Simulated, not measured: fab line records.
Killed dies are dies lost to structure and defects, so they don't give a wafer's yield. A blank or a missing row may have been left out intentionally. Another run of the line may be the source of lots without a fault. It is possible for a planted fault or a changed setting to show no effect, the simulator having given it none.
fab line records	flow rit-cmos	part 1 of 2: steps 1 to 31 of 41
record: lots: 5	wafers: 15	last-day: 7
route steps=202 shown NRETRO@56 PRETRO@64 GATE@75 FOX2@80
lots with no fault: from the same line, run without faults
start-h: the number of hours between the record's first day and the start of the first shown wafer of the lot	wait-h: time in hours since the lot's previous step	" repeats the value in the row above	L1.1+2: several wafers, shown together as one row	- no value, or no start was given	* or withheld: withheld	< > ~ a bound
route shown NAME@n: NAME is a module with steps in the file, n the number in the route of the first one	usual: the fault-free wafers' mean and standard deviation	same: alike in all rows	chamber/n: place in a boat	sites: readings site by site	_std_site: standard deviation across them	_edge_site: the outer-site mean with the inner-site mean subtracted	radius-mm: for every site, how far away it sits from the centre of the wafer	mask NAME#n: copy n	behind: tool/chamber where the wafer was last shaped	hold: the reason the lot was held/the length of the hold in hours/how it ended	device: names the non-switching transistor (n, p or np)	end of line: tests run on the same wafers once the route is complete	where a step has no rows: the recipe by itself	killed: at the first sort, the dies lost to defects and structure; wafer yield is something else	map: a wafer's dies, marking killed ones x, the rest . and places with no die _
set.NAME: the setting as run; set.NAME@STEP: as run at that earlier step	model.NAME: the simulator's own value behind a step, which no gauge read
lots at selected steps of the route; one table per step, one row per wafer
services: the hour from which a tool's chamber was out of use, counted from the record's first day as start-h (under 0 if before that day), plus the number of hours and why
== steps ==
step: RIT_NRETRO_EXPOSE_03
recipe: mask-id: M4	na: 0.57	target-cd-nm: 43900	dose-mj: 250
same: na: 0.57
lot.wafer	tool	chamber	start-h	wait-h	mask
L074.2+3+6	iline-stepper-02	0	30.10	0.2	M4#0
L078.1+3+5	iline-stepper-02	0	54.98	0.1	M4#0
L083.1+3+6	iline-stepper-01	0	77.95	0.2	M4#0
L088.1+5+6	iline-stepper-02	0	103.38	0.1	M4#0
L094.3+4+6	iline-stepper-01	0	130.11	0.2	M4#0
step: RIT_NRETRO_PEB_04
recipe: resist: NOVOLAK	temp-c: withheld	time-s: withheld
lot.wafer	tool	chamber	start-h	wait-h
L074.2+3+6	litho-track-04	0	30.22	0.1
L078.1+3+5	litho-track-01	0	55.10	0.1
L083.1+3+6	litho-track-01	0	78.07	0.1
L088.1+5+6	litho-track-04	0	103.50	0.1
L094.3+4+6	litho-track-01	0	130.23	0.1
step: RIT_NRETRO_DEVELOP_05
recipe: resist: NOVOLAK	develop-time-s: 68	dev-temp-c: 23
usual: developer-temp-C: 23.00/0.11
lot.wafer	tool	chamber	start-h	wait-h	developer-temp-C
L074.2	litho-track-04	0	-	-	22.81
L074.3	"	0	"	"	23.05
L074.6	"	0	"	"	22.82
L078.1	litho-track-01	0	-	-	22.96
L078.3	"	0	"	"	23.02
L078.5	"	0	"	"	23.16
L083.1	litho-track-01	0	-	-	22.90
L083.3	"	0	"	"	22.93
L083.6	"	0	"	"	23.08
L088.1	litho-track-04	0	-	-	23.04
L088.5	"	0	"	"	23.04
L088.6	"	0	"	"	23.20
L094.3	litho-track-01	0	-	-	23.10
L094.4	"	0	"	"	22.97
L094.6	"	0	"	"	23.13
step: RIT_NRETRO_OVL_MEAS_06
usual: NRETRO_OVL: -1.7/1.6
lot.wafer	tool	chamber	start-h	wait-h	NRETRO_OVL[nm]
L074.2	overlay-02	-	30.51	-	-2.1
L074.3	"	-	"	"	-3.7
L074.6	"	-	"	"	-3.3
L078.1	overlay-01	-	55.41	-	-2.4
L078.3	"	-	"	"	-0.6
L078.5	"	-	"	"	-2.7
L083.1	overlay-02	-	78.38	-	-1.3
L083.3	"	-	"	"	-1.7
L083.6	"	-	"	"	1.0
L088.1	overlay-01	-	103.81	-	-1.5
L088.5	"	-	"	"	-0.2
L088.6	"	-	"	"	-0.8
L094.3	overlay-01	-	130.51	-	-0.9
L094.4	"	-	"	"	1.5
L094.6	"	-	"	"	-0.7
step: RIT_NRETRO_HARDBAKE_07
recipe: resist: NOVOLAK	temp-c: 140	time-s: 120
usual: plate-temp-C: 140.01/0.14
lot.wafer	tool	chamber	start-h	wait-h	plate-temp-C
L074.2	litho-track-02	0	30.59	0.1	139.92
L074.3	"	0	"	"	140.01
L074.6	"	0	"	"	139.93
L078.1	litho-track-04	0	55.45	0.0	139.94
L078.3	"	0	"	"	140.10
L078.5	"	0	"	"	140.00
L083.1	litho-track-01	0	78.42	0.0	140.01
L083.3	"	0	"	"	139.97
L083.6	"	0	"	"	140.13
L088.1	litho-track-01	0	103.85	0.0	139.98
L088.5	"	0	"	"	139.89
L088.6	"	0	"	"	139.74
L094.3	litho-track-02	0	130.62	0.1	139.97
L094.4	"	0	"	"	140.19
L094.6	"	0	"	"	140.01
step: RIT_NRETRO_IMPLANT_08
recipe: species: P	energy-kev: 70	dose-cm2: 1e+13	tilt-deg: 7
lot.wafer	tool	chamber	start-h	wait-h
L074.2+3+6	implanter-03	0	30.82	0.2
L078.1+3+5	implanter-03	0	55.70	0.2
L083.1+3+6	implanter-03	0	78.67	0.2
L088.1+5+6	implanter-03	0	104.10	0.2
L094.3+4+6	implanter-01	0	130.83	0.2
step: RIT_NRETRO_STRIP_09
recipe: chemistry: O2	time-s: 180	resist: NOVOLAK	platen-temp-c: withheld	power-w: 500	pressure-mtorr: 4000	o2-flow-sccm: 4000
usual: drypump-motor-current-A: 5.6/0.3
lot.wafer	tool	chamber	start-h	wait-h	drypump-motor-current-A	rf-hours-counter-h
L074.2	plasma-asher-03	0	30.94	0.1	5.3	38
L074.3	"	1	"	"	5.2	-
L074.6	"	0	"	"	5.3	-
L078.1	plasma-asher-03	1	55.85	0.1	5.2	41
L078.3	"	1	"	"	5.2	-
L078.5	"	1	"	"	5.2	-
L083.1	plasma-asher-03	1	78.82	0.1	5.2	43
L083.3	"	1	"	"	5.2	-
L083.6	"	0	"	"	5.3	-
L088.1	plasma-asher-04	0	104.25	0.1	5.9	44
L088.5	"	1	"	"	5.8	-
L088.6	"	0	"	"	5.8	-
L094.3	plasma-asher-02	1	130.99	0.1	6.0	-
L094.4	"	0	"	"	5.7	-
L094.6	"	0	"	"	5.7	-
step: RIT_NRETRO_TW_MEAS_10
usual: NRETRO_TW: 1046/4.2
lot.wafer	tool	chamber	start-h	wait-h	NRETRO_TW
L074.2	film-metro-04	-	31.13	0.1	1048
L074.3	"	-	"	"	1044
L074.6	"	-	"	"	1048
L078.1	film-metro-04	-	56.02	0.1	1049
L078.3	"	-	"	"	1050
L078.5	"	-	"	"	1046
L083.1	film-metro-02	-	78.99	0.1	1046
L083.3	"	-	"	"	1046
L083.6	"	-	"	"	1052
L088.1	film-metro-03	-	104.42	0.1	1046
L088.5	"	-	"	"	1048
L088.6	"	-	"	"	1050
L094.3	film-metro-02	-	131.13	0.1	1048
L094.4	"	-	"	"	1046
L094.6	"	-	"	"	1054
step: RIT_PRETRO_HMDS_00
recipe: prime-time-s: 60	prime-temp-c: 140
lot.wafer	tool	chamber	start-h	wait-h
L074.2+3+6	litho-track-04	0	31.20	0.1
L078.1+3+5	litho-track-03	0	56.08	0.1
L083.1+3+6	litho-track-04	0	79.09	0.1
L088.1+5+6	litho-track-02	0	104.48	0.1
L094.3+4+6	litho-track-04	0	131.22	0.1
step: RIT_PRETRO_COAT_01
recipe: resist: NOVOLAK	spin-rpm: 2000	resist-thk-nm: 1300
usual: dispense-pressure-kPa: 52/3.5	spin-speed-rpm: 2000.1/1.2
lot.wafer	tool	chamber	start-h	wait-h	dispense-pressure-kPa	spin-speed-rpm
L074.2	litho-track-04	0	31.35	0.1	51	1999.9
L074.3	"	0	"	"	51	1999.2
L074.6	"	0	"	"	51	2000.4
L078.1	litho-track-03	0	56.23	0.1	48	2000.4
L078.3	"	0	"	"	48	2000.8
L078.5	"	0	"	"	48	2001.6
L083.1	litho-track-04	0	79.24	0.1	51	1999.2
L083.3	"	0	"	"	51	1999.7
L083.6	"	0	"	"	51	2000.6
L088.1	litho-track-02	0	104.63	0.1	56	2000.4
L088.5	"	0	"	"	56	2000.6
L088.6	"	0	"	"	56	1999.5
L094.3	litho-track-04	0	131.37	0.1	51	1998.6
L094.4	"	0	"	"	51	1999.4
L094.6	"	0	"	"	51	2000.8
step: RIT_PRETRO_SOFTBAKE_02
recipe: resist: NOVOLAK	temp-c: 90	time-s: 60
usual: plate-temp-C: 89.98/0.12
lot.wafer	tool	chamber	start-h	wait-h	plate-temp-C
L074.2	litho-track-04	0	31.50	0.1	89.96
L074.3	"	0	"	"	89.78
L074.6	"	0	"	"	89.91
L078.1	litho-track-03	0	56.38	0.1	89.92
L078.3	"	0	"	"	89.97
L078.5	"	0	"	"	89.78
L083.1	litho-track-04	0	79.39	0.1	89.97
L083.3	"	0	"	"	89.92
L083.6	"	0	"	"	89.93
L088.1	litho-track-02	0	104.78	0.1	89.88
L088.5	"	0	"	"	89.88
L088.6	"	0	"	"	89.98
L094.3	litho-track-04	0	131.52	0.1	90.21
L094.4	"	0	"	"	90.13
L094.6	"	0	"	"	90.18
step: RIT_PRETRO_EXPOSE_03
recipe: mask-id: M5	na: 0.57	target-cd-nm: 43700	dose-mj: 250
same: na: 0.57
lot.wafer	tool	chamber	start-h	wait-h	mask
L074.2+3+6	iline-stepper-01	0	31.77	0.2	M5#0
L078.1+3+5	iline-stepper-02	0	56.66	0.2	M5#0
L083.1+3+6	iline-stepper-02	0	79.67	0.2	M5#0
L088.1+5+6	iline-stepper-01	0	105.08	0.3	M5#0
L094.3+4+6	iline-stepper-02	0	131.66	0.1	M5#0
step: RIT_PRETRO_PEB_04
recipe: resist: NOVOLAK	temp-c: withheld	time-s: withheld
lot.wafer	tool	chamber	start-h	wait-h
L074.2+3+6	litho-track-02	0	31.90	0.1
L078.1+3+5	litho-track-04	0	56.77	0.1
L083.1+3+6	litho-track-04	0	79.78	0.1
L088.1+5+6	litho-track-02	0	105.28	0.2
L094.3+4+6	litho-track-04	0	131.78	0.1
step: RIT_PRETRO_DEVELOP_05
recipe: resist: NOVOLAK	develop-time-s: 68	dev-temp-c: 23
usual: developer-temp-C: 23.00/0.11
lot.wafer	tool	chamber	start-h	wait-h	developer-temp-C
L074.2	litho-track-02	0	-	-	22.80
L074.3	"	0	"	"	22.85
L074.6	"	0	"	"	22.89
L078.1	litho-track-04	0	-	-	23.18
L078.3	"	0	"	"	22.83
L078.5	"	0	"	"	22.84
L083.1	litho-track-04	0	-	-	22.93
L083.3	"	0	"	"	22.84
L083.6	"	0	"	"	22.84
L088.1	litho-track-02	0	-	-	23.02
L088.5	"	0	"	"	22.94
L088.6	"	0	"	"	23.02
L094.3	litho-track-04	0	-	-	23.06
L094.4	"	0	"	"	23.09
L094.6	"	0	"	"	23.02
step: RIT_PRETRO_OVL_MEAS_06
usual: PRETRO_OVL: -1.8/1.2
lot.wafer	tool	chamber	start-h	wait-h	PRETRO_OVL[nm]
L074.2	overlay-02	-	32.19	-	-0.6
L074.3	"	-	"	"	-1.6
L074.6	"	-	"	"	-1.2
L078.1	overlay-01	-	57.09	-	-1.0
L078.3	"	-	"	"	-2.3
L078.5	"	-	"	"	-2.5
L083.1	overlay-01	-	80.10	-	-1.2
L083.3	"	-	"	"	-0.6
L083.6	"	-	"	"	-1.9
L088.1	overlay-01	-	105.60	-	-2.0
L088.5	"	-	"	"	-3.4
L088.6	"	-	"	"	-3.2
L094.3	overlay-02	-	132.06	-	-1.8
L094.4	"	-	"	"	-0.9
L094.6	"	-	"	"	-1.9
step: RIT_PRETRO_HARDBAKE_07
recipe: resist: NOVOLAK	temp-c: 140	time-s: 120
usual: plate-temp-C: 140.01/0.14
lot.wafer	tool	chamber	start-h	wait-h	plate-temp-C
L074.2	litho-track-02	0	32.26	0.1	140.02
L074.3	"	0	"	"	140.24
L074.6	"	0	"	"	139.95
L078.1	litho-track-04	0	57.12	0.0	140.23
L078.3	"	0	"	"	140.02
L078.5	"	0	"	"	140.05
L083.1	litho-track-02	0	80.13	0.0	140.09
L083.3	"	0	"	"	140.27
L083.6	"	0	"	"	139.98
L088.1	litho-track-02	0	105.63	0.0	140.00
L088.5	"	0	"	"	140.42
L088.6	"	0	"	"	140.21
L094.3	litho-track-02	0	132.17	0.1	139.91
L094.4	"	0	"	"	140.15
L094.6	"	0	"	"	139.97
step: RIT_PRETRO_IMPLANT_08
recipe: species: B	energy-kev: 45	dose-cm2: 1.2e+13	tilt-deg: 7
lot.wafer	tool	chamber	start-h	wait-h
L074.2+3+6	implanter-04	0	32.50	0.2
L078.1+3+5	implanter-02	0	57.37	0.2
L083.1+3+6	implanter-04	0	80.38	0.2
L088.1+5+6	implanter-02	0	105.88	0.2
L094.3+4+6	implanter-01	0	132.38	0.2
step: RIT_PRETRO_STRIP_09
recipe: chemistry: O2	time-s: 180	resist: NOVOLAK	platen-temp-c: withheld	power-w: 500	pressure-mtorr: 4000	o2-flow-sccm: 4000
usual: drypump-motor-current-A: 5.5/0.44
lot.wafer	tool	chamber	start-h	wait-h	drypump-motor-current-A	rf-hours-counter-h
L074.2	plasma-asher-03	1	32.62	0.1	5.2	38
L074.3	"	0	"	"	5.3	-
L074.6	"	0	"	"	5.3	-
L078.1	plasma-asher-02	0	57.52	0.1	5.7	39
L078.3	"	1	"	"	6.0	-
L078.5	"	0	"	"	5.7	-
L083.1	plasma-asher-01	1	80.53	0.1	5.9	30
L083.3	"	0	"	"	4.8	-
L083.6	"	1	"	"	5.9	-
L088.1	plasma-asher-01	1	106.03	0.1	5.9	33
L088.5	"	0	"	"	4.8	-
L088.6	"	1	"	"	5.9	-
L094.3	plasma-asher-02	1	132.54	0.1	6.0	-
L094.4	"	0	"	"	5.7	-
L094.6	"	0	"	"	5.7	-
step: RIT_PRETRO_TW_MEAS_10
usual: PRETRO_TW: 475/4
lot.wafer	tool	chamber	start-h	wait-h	PRETRO_TW
L074.2	film-metro-01	-	32.81	0.1	482
L074.3	"	-	"	"	484
L074.6	"	-	"	"	481
L078.1	film-metro-03	-	57.70	0.1	472
L078.3	"	-	"	"	472
L078.5	"	-	"	"	467
L083.1	film-metro-04	-	80.71	0.1	474
L083.3	"	-	"	"	473
L083.6	"	-	"	"	471
L088.1	film-metro-01	-	106.21	0.1	486
L088.5	"	-	"	"	481
L088.6	"	-	"	"	484
L094.3	film-metro-04	-	132.68	0.1	477
L094.4	"	-	"	"	477
L094.6	"	-	"	"	479
step: RIT_GATE_WET_ETCH_00
recipe: chemistry: BOE	target: SiO2	target-depth-nm: 56	time-s: 62.62	dry: n2-spin	dilution: 10:1	temp-c: 21.5
lot.wafer	tool	chamber	start-h	wait-h
L074.2+3+6	wet-bench-02	2	32.86	0.0
L078.1+3+5	wet-bench-04	1	57.76	0.1
L083.1+3+6	wet-bench-04	1	80.77	0.1
L088.1+5+6	wet-bench-02	0	106.27	0.1
L094.3+4+6	wet-bench-04	0	132.72	0.0
step: RIT_GATE_CLEAN_01
recipe: chemistry: SC1	mix: 3:3:50	time-s: 600	temp-c: 75
usual: bath-guard-temp-C: 75.1/0.77
lot.wafer	tool	chamber	start-h	wait-h	bath-guard-temp-C
L074.2	wet-bench-03	1	32.88	0.0	75.3
L074.3	"	1	"	"	75.5
L074.6	"	1	"	"	75.5
L078.1	wet-bench-03	1	57.78	0.0	75.2
L078.3	"	1	"	"	74.9
L078.5	"	1	"	"	75.6
L083.1	wet-bench-03	3	80.79	0.0	75.0
L083.3	"	3	"	"	75.2
L083.6	"	3	"	"	75.1
L088.1	wet-bench-04	2	106.29	0.0	75.5
L088.5	"	2	"	"	75.4
L088.6	"	2	"	"	75.0
L094.3	wet-bench-02	2	132.75	0.0	76.2
L094.4	"	2	"	"	76.2
L094.6	"	2	"	"	76.2
step: RIT_GATE_CLEAN_02
recipe: chemistry: dHF	dilution: 50:1	time-s: 30
lot.wafer	tool	chamber	start-h	wait-h
L074.2+3+6	wet-bench-04	1	33.06	0.0
L078.1+3+5	wet-bench-04	1	57.96	0.0
L083.1+3+6	wet-bench-02	1	80.97	0.0
L088.1+5+6	wet-bench-03	3	106.47	0.0
L094.3+4+6	wet-bench-04	2	132.92	0.0
step: RIT_GATE_CLEAN_03
recipe: chemistry: SC2	mix: 3:3:50	time-s: 600	temp-c: 75	dry: n2-spin
usual: bath-guard-temp-C: 75.0/0.73
lot.wafer	tool	chamber	start-h	wait-h	bath-guard-temp-C
L074.2	wet-bench-02	0	33.07	0.0	75.6
L074.3	"	0	"	"	75.8
L074.6	"	0	"	"	75.6
L078.1	wet-bench-03	2	57.98	0.0	74.8
L078.3	"	2	"	"	75.2
L078.5	"	2	"	"	74.9
L083.1	wet-bench-04	1	80.98	0.0	74.6
L083.3	"	1	"	"	74.2
L083.6	"	1	"	"	74.5
L088.1	wet-bench-02	2	106.48	0.0	76.6
L088.5	"	2	"	"	76.5
L088.6	"	2	"	"	76.3
L094.3	wet-bench-02	3	132.94	0.0	74.4
L094.4	"	3	"	"	74.4
L094.6	"	3	"	"	74.1
step: RIT_GATE_CLEAN_04
recipe: chemistry: dHF	dilution: 50:1	time-s: 60	dry: n2-spin
lot.wafer	tool	chamber	start-h	wait-h
L074.2+3+6	wet-bench-04	0	33.25	0.0
L078.1+3+5	wet-bench-04	3	58.15	0.0
L083.1+3+6	wet-bench-03	3	81.16	0.0
L088.1+5+6	wet-bench-04	1	106.66	0.0
L094.3+4+6	wet-bench-04	0	133.11	0.0
step: RIT_FOX2_THK_MEAS_91
recipe: reads: SiO2_of_FOX2_OXIDATION_00
usual: FIELD_OXIDE_LEFT_2_THK: 256/7
lot.wafer	tool	chamber	start-h	wait-h	FIELD_OXIDE_LEFT_2_THK[nm]
L074.2	film-metro-01	-	33.28	0.0	265
L074.3	"	-	"	"	270
L074.6	"	-	"	"	274
L078.1	film-metro-04	-	58.18	0.0	246
L078.3	"	-	"	"	250
L078.5	"	-	"	"	253
L083.1	film-metro-04	-	81.18	0.0	250
L083.3	"	-	"	"	250
L083.6	"	-	"	"	248
L088.1	film-metro-01	-	106.68	0.0	255
L088.5	"	-	"	"	256
L088.6	"	-	"	"	252
L094.3	film-metro-04	-	133.16	0.0	260
L094.4	"	-	"	"	261
L094.6	"	-	"	"	261
step: RIT_GATE_OXIDATION_05
recipe: temp-c: 900	ambient: O2	target-thk-a: 30	ox-time-s: 270
usual: spike-tc-centre-C: 902.2/0.96
lot.wafer	tool	chamber	start-h	wait-h	spike-tc-centre-C
L074.2	furnace-04	0	33.33	0.0	903.7
L074.3	"	0	"	"	902.5
L074.6	"	0	"	"	901.6
L078.1	furnace-03	0	58.59	0.4	902.1
L078.3	"	0	"	"	902.9
L078.5	"	0	"	"	903.0
L083.1	furnace-03	0	81.24	0.1	904.2
L083.3	"	0	"	"	901.4
L083.6	"	0	"	"	902.4
L088.1	furnace-01	0	109.06	2.4	903.8
L088.5	"	0	"	"	902.6
L088.6	"	0	"	"	902.7
L094.3	furnace-03	0	134.62	1.4	902.2
L094.4	"	0	"	"	901.1
L094.6	"	0	"	"	902.3
step: RIT_GATE_ANNEAL_06
recipe: temp-c: 900	time-s: 600	ambient: N2O
usual: spike-tc-centre-C: 902.2/1.1
lot.wafer	tool	chamber	start-h	wait-h	spike-tc-centre-C
L074.2	furnace-04	0	35.72	1.3	903.2
L074.3	"	0	"	"	902.4
L074.6	"	0	"	"	901.8
L078.1	furnace-01	0	60.13	0.5	900.7
L078.3	"	0	"	"	902.4
L078.5	"	0	"	"	902.3
L083.1	furnace-04	0	82.81	0.5	902.5
L083.3	"	0	"	"	902.7
L083.6	"	0	"	"	901.6
L088.1	furnace-03	0	110.93	0.8	902.5
L088.5	"	0	"	"	900.3
L088.6	"	0	"	"	902.6
L094.3	furnace-01	0	136.44	0.7	902.5
L094.4	"	0	"	"	901.2
L094.6	"	0	"	"	903.7
step: RIT_GATE_THK_MEAS_07
recipe: reads: SiO2_of_GATE_OXIDATION_05
usual: GATE_OXIDE_THK: 3.01/0.063
lot.wafer	tool	chamber	start-h	wait-h	GATE_OXIDE_THK[nm]
L074.2	film-metro-04	-	35.98	0.0	2.95
L074.3	"	-	"	"	2.97
L074.6	"	-	"	"	2.99
L078.1	film-metro-02	-	60.38	0.0	3.02
L078.3	"	-	"	"	2.99
L078.5	"	-	"	"	3.04
L083.1	film-metro-04	-	83.06	0.0	2.98
L083.3	"	-	"	"	2.94
L083.6	"	-	"	"	3.00
L088.1	film-metro-02	-	111.18	0.0	2.99
L088.5	"	-	"	"	3.08
L088.6	"	-	"	"	2.99
L094.3	film-metro-01	-	136.71	0.0	3.16
L094.4	"	-	"	"	3.24
L094.6	"	-	"	"	3.17
step: RIT_GATE_CVD_08
recipe: material: poly-Si	target-thk-nm: 250	temp-c: 610	precursor: SiH4	time-s: 2220	pressure-mtorr: 300	sih4-flow-sccm: 100
usual: sih4-flow-sccm: 99.95/0.26	spike-tc-centre-C: 612.4/1.4
lot.wafer	tool	chamber	start-h	wait-h	sih4-flow-sccm	spike-tc-centre-C
L074.2	lpcvd-02	0	36.03	0.0	99.94	613.5
L074.3	"	0	"	"	99.90	615.0
L074.6	"	0	"	"	100.19	613.3
L078.1	lpcvd-02	0	60.44	0.1	99.75	615.4
L078.3	"	0	"	"	99.83	614.4
L078.5	"	0	"	"	99.76	613.7
L083.1	lpcvd-01	0	83.12	0.1	99.69	612.5
L083.3	"	0	"	"	100.13	612.9
L083.6	"	0	"	"	99.94	612.5
L088.1	lpcvd-01	0	111.24	0.1	99.70	612.8
L088.5	"	0	"	"	100.38	611.5
L088.6	"	0	"	"	99.68	610.6
L094.3	lpcvd-01	1	136.75	0.0	99.59	611.4
L094.4	"	1	"	"	99.53	610.2
L094.6	"	1	"	"	99.61	611.3
step: RIT_GATE_THK_MEAS_09
recipe: reads: poly-Si_of_GATE_CVD_08
usual: GATE_POLY_THK: 251.3/2.2
lot.wafer	tool	chamber	start-h	wait-h	GATE_POLY_THK[nm]
L074.2	film-metro-01	-	37.66	0.0	246.3
L074.3	"	-	"	"	248.9
L074.6	"	-	"	"	249.3
L078.1	film-metro-02	-	62.05	0.0	249.0
L078.3	"	-	"	"	252.5
L078.5	"	-	"	"	253.0
L083.1	film-metro-04	-	84.74	0.0	250.0
L083.3	"	-	"	"	248.3
L083.6	"	-	"	"	250.8
L088.1	film-metro-04	-	112.86	0.0	253.5
L088.5	"	-	"	"	253.5
L088.6	"	-	"	"	253.2
L094.3	film-metro-04	-	138.39	0.0	254.9
L094.4	"	-	"	"	253.8
L094.6	"	-	"	"	252.4
step: RIT_GATE_HMDS_10
recipe: prime-time-s: 60	prime-temp-c: 140
lot.wafer	tool	chamber	start-h	wait-h
L074.2+3+6	litho-track-01	0	37.73	0.1
L078.1+3+5	litho-track-04	0	62.11	0.1
L083.1+3+6	litho-track-03	0	84.80	0.1
L088.1+5+6	litho-track-01	0	112.92	0.1
L094.3+4+6	litho-track-04	0	138.48	0.1
